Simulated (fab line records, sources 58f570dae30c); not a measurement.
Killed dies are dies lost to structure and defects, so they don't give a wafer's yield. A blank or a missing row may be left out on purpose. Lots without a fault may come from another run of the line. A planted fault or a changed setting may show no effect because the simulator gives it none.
One fault seen from 2 desks | flow berkeley_cmos170 | each desk has only its own numbers; what lay behind them comes last

THE METROLOGY DESK
What the gauges read, lot by lot, whatever tool the lot ran on: means of the sampled wafers that have a number. A lot is out of limits, marked OUT, if its mean lies more than 4 standard deviations from the usual mean; the brackets give that distance.
Columns: A = cd_nm at UCB170_CONTACT_CD_MEAS_15, usual 700.3 nm; B = CONTACT_OVL at UCB170_CONTACT_OVL_MEAS_16, usual -2 nm
lot  | first seen here | A     | B
L433 | day 7 05:08     | 701.5 | 2
L436 | day 7 15:58     | 702.2 | 0
L439 | day 8 19:35     | 699.0 | -1
L451 | day 11 11:13    | 699.9 | 1
L454 | day 11 16:58    | 701.8 | -4
L455 | day 12 00:13    | 700.9 | -8
This desk's finding: nothing out of limits on any of the 6 lots.

THE TOOL OWNER'S DESK: rie_diel-04
The tool's own readings at UCB170_CONTACT_ETCH_18 (etches PSG in CHF3/CF4/Ar, stops on TiSi2, target depth 840 nm, time 195 s): means of the sampled wafers that have a number, for each lot that ran on this tool. A lot is out of limits, marked OUT, if its mean lies more than 4 standard deviations from the usual mean; the brackets give that distance.
Columns: A = drypump_motor_current_A at UCB170_CONTACT_ETCH_18, usual 5.8 A; B = oes_product_au at UCB170_CONTACT_ETCH_18, usual 0.897 a.u.; C = run_length_s at UCB170_CONTACT_ETCH_18, usual 223.3 s; D = throttle_valve_pct at UCB170_CONTACT_ETCH_18, usual 6.95 %
lot  | first seen here | A   | B                | C                       | D
L433 | day 7 05:00     | 5.9 | 0.913            | 222.9                   | 6.80
L436 | day 7 16:00     | 5.5 | 1.019 (+8.1) OUT | 174.4 (-99 or more) OUT | 6.89
L439 | day 8 19:00     | 5.3 | 1.023 (+8.4) OUT | 174.7 (-99 or more) OUT | 6.95
L454 | day 11 17:00    | 5.6 | 0.900            | 223.3                   | 6.83
This desk's finding: out of limits on L436, L439; first on L436, day 7 16:00 (oes_product_au at UCB170_CONTACT_ETCH_18). In limits: L433, L454.

PUT TOGETHER
The tool owner's desk could have raised an alarm at day 7 16:00, on L436, L439.
The metrology desk saw nothing out of limits.
The metrology desk has L436, L439 on record, within its limits.
Of the lots named, all ran UCB170_CONTACT_ETCH_18 on rie_diel-04.

WHAT THE SIMULATOR HAD PUT IN
Process parameter drift: rie_diel-04, from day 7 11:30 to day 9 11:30, at UCB170_CONTACT_ETCH_18. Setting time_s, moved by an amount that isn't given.
Lots struck among those shown: L436, L439.
Hours from the fault's start to each desk's first reading out of limits: the tool owner's desk, 4.
